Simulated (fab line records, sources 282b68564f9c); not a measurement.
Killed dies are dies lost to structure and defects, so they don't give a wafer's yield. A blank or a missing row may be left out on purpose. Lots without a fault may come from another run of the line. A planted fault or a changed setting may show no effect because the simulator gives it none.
Which tool did it? | flow rit_cmos | 14 lots, 42 wafers sampled, at 5 steps of a route of 202

WHAT THE GAUGES READ, wafer by wafer
RIT_ACTIVE_THK_MEAS_02.
lot  | measured    | on            | ACTIVE_OXIDE_THK (nm)
L450 | day 1 22:04 | film_metro-02 | 46.5 45.7 45.1
L451 | day 2 03:04 | film_metro-01 | 47.2 46.3 46.8
L453 | day 2 14:07 | film_metro-01 | 46.6 47.5 47.1
L454 | day 2 18:12 | film_metro-03 | 46.2 47.3 46.7
L455 | day 3 00:35 | film_metro-03 | 46.7 47.7 47.4
L456 | day 3 06:47 | film_metro-02 | 47.8 47.7 47.3
L458 | day 3 15:21 | film_metro-02 | 47.3 47.0 47.9
L460 | day 4 03:20 | film_metro-03 | 47.2 47.4 47.1
L464 | day 4 21:26 | film_metro-03 | 52.2 52.7 52.6
L465 | day 5 01:51 | film_metro-03 | 52.2 51.1 52.9
L467 | day 5 11:53 | film_metro-01 | 45.4 45.7 46.2
L468 | day 5 16:53 | film_metro-03 | 46.6 46.4 45.7
L469 | day 5 21:37 | film_metro-01 | 46.6 46.3 47.2
L471 | day 6 07:38 | film_metro-01 | 47.2 46.0 46.9

RIT_NWELL_TW_MEAS_10.
lot  | measured    | on            | NWELL_TW
L450 | day 2 08:35 | film_metro-02 | 2113 2120 2130
L451 | day 2 13:35 | film_metro-04 | 2119 2122 2103
L453 | day 3 00:28 | film_metro-01 | 2138 2134 2131
L454 | day 3 05:14 | film_metro-04 | 2109 2100 2109
L455 | day 3 14:41 | film_metro-04 | 2105 2105 2112
L456 | day 3 17:53 | film_metro-02 | 2113 2108 2121
L458 | day 4 02:37 | film_metro-04 | 2111 2108 2121
L460 | day 4 12:11 | film_metro-01 | 2146 2154 2139
L464 | day 5 07:40 | film_metro-01 | 2131 2133 2146
L465 | day 5 11:22 | film_metro-04 | 2087 2101 2098
L467 | day 5 21:38 | film_metro-04 | 2098 2102 2107
L468 | day 6 01:42 | film_metro-02 | 2139 2137 2144
L469 | day 6 07:59 | film_metro-02 | 2134 2132 2126
L471 | day 6 17:13 | film_metro-02 | 2149 2138 2138

RIT_FOX2_THK_MEAS_91.
lot  | measured    | on            | FIELD_OXIDE_LEFT_2_THK (nm)
L450 | day 2 20:45 | film_metro-04 | 260 260 261
L451 | day 3 01:02 | film_metro-01 | 249 256 254
L453 | day 3 11:34 | film_metro-04 | 258 260 255
L454 | day 3 17:22 | film_metro-03 | 259 252 258
L455 | day 4 01:23 | film_metro-01 | 254 253 252
L456 | day 4 05:13 | film_metro-01 | 260 258 253
L458 | day 4 14:41 | film_metro-04 | 260 252 254
L460 | day 4 23:56 | film_metro-03 | 262 259 259
L464 | day 5 18:58 | film_metro-01 | 269 271 271
L465 | day 5 22:25 | film_metro-03 | 255 255 254
L467 | day 6 08:40 | film_metro-04 | 256 254 243
L468 | day 6 12:45 | film_metro-01 | 254 255 256
L469 | day 6 18:37 | film_metro-03 | 267 268 262
L471 | day 7 05:01 | film_metro-04 | 244 244 245

RIT_REOX_THK_MEAS_04.
lot  | measured    | on            | REOX_OXIDE_THK (nm)
L450 | day 3 07:56 | film_metro-01 | 24.7 24.6 24.8
L451 | day 3 14:10 | film_metro-02 | 26.2 25.5 25.7
L453 | day 3 22:37 | film_metro-04 | 25.4 25.4 25.5
L454 | day 4 05:53 | film_metro-04 | 25.4 25.7 24.9
L455 | day 4 12:37 | film_metro-04 | 25.4 24.8 25.1
L456 | day 4 14:56 | film_metro-02 | 25.9 25.5 25.4
L458 | day 5 01:13 | film_metro-02 | 25.7 25.3 25.8
L460 | day 5 10:04 | film_metro-01 | 24.9 25.4 25.5
L464 | day 6 04:16 | film_metro-01 | 25.6 25.5 25.4
L465 | day 6 08:07 | film_metro-01 | 25.4 25.4 25.2
L467 | day 6 17:28 | film_metro-04 | 24.2 24.1 24.2
L468 | day 6 21:12 | film_metro-04 | 25.5 25.7 25.4
L469 | day 7 05:41 | film_metro-02 | 26.0 26.2 26.4
L471 | day 7 16:46 | film_metro-04 | 24.9 25.0 24.9

WHICH TOOL RAN EACH LOT (tool, then ch and the chambers of the sampled wafers, then the start)
lot  | RIT_ACTIVE_OXIDATION_01
L450 | furnace-04 ch 0, day 1 20:07
L451 | furnace-04 ch 0, day 2 01:07
L453 | furnace-01 ch 0, day 2 12:11
L454 | furnace-01 ch 0, day 2 16:15
L455 | furnace-04 ch 0, day 2 22:38
L456 | furnace-03 ch 0, day 3 04:51
L458 | furnace-01 ch 0, day 3 13:25
L460 | furnace-03 ch 0, day 4 01:23
L464 | furnace-04 ch 0, day 4 19:29
L465 | furnace-04 ch 0, day 4 23:54
L467 | furnace-01 ch 0, day 5 09:58
L468 | furnace-01 ch 0, day 5 14:57
L469 | furnace-01 ch 0, day 5 19:41
L471 | furnace-03 ch 0, day 6 05:41
- RIT_ACTIVE_OXIDATION_01: target thk 46.8 nm, ox time 3360 s.

WHAT THE TOOLS THEMSELVES READ (means of the sampled wafers that have a number; where no wafer has one, the mark that the record gives instead)
RIT_ACTIVE_OXIDATION_01.
lot  | tool       | ox_temp_c (C) | ox_temp_c_max
L450 | furnace-04 | 999.9         | 1007.3
L451 | furnace-04 | 999.7         | 1007.9
L453 | furnace-01 | 999.9         | 1008.5
L454 | furnace-01 | 1000.1        | 1008.6
L455 | furnace-04 | 1000.1        | 1007.1
L456 | furnace-03 | 999.4         | 1003.9
L458 | furnace-01 | 999.8         | 1010.0
L460 | furnace-03 | 1000.4        | 1004.7
L464 | furnace-04 | 1000.5        | 1007.9
L465 | furnace-04 | 999.8         | 1008.1
L467 | furnace-01 | 1000.3        | 1010.5
L468 | furnace-01 | 1000.4        | 1010.4
L469 | furnace-01 | 1000.1        | 1009.3
L471 | furnace-03 | 999.8         | 1003.8

THE ANSWER, worked out from the rows above alone
Rule: what is usual is taken from the lots themselves. Put in order of their means at a reading, lots are off if they are a third of the lots or fewer, leave a main group of 4 or more, and stand apart from it by a gap of 3 or more times the standard deviation of the main group's means; of several such gaps the widest counts. A main group whose means are all the same, to the digits that the tables above print for the reading, isn't used. A lot without any number at a reading at which 4 lots or more have one is off too. The other lots that the step has rows for count as sound. The gauges are gone through in route order, then the tools' own readings, and for those a lot's mean is taken as printed above. The first step at which some lot is off is used, and at that step the reading that is off furthest; a lot without a number counts as furthest.
Off: L464, L465, at RIT_ACTIVE_THK_MEAS_02 (ACTIVE_OXIDE_THK). The main group: mean 46.8 nm, standard deviation 0.57.
A tool fits if, at a process step before that reading, it ran every lot that is off, and no sound lot after the first of them. The gauges at RIT_ACTIVE_THK_MEAS_02 are tried like those tools. One fits: furnace-04 at RIT_ACTIVE_OXIDATION_01. Its last sound lot is L455 (day 2 22:38), its first lot that is off L464 (day 4 19:29): a fault that began between those two fits.

WHAT THE SIMULATOR HAD PUT IN
Process parameter drift: furnace-04, from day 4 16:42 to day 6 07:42, at RIT_ACTIVE_OXIDATION_01. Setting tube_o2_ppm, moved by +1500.
Lots struck among those shown: L464, L465. The rule above found the same.
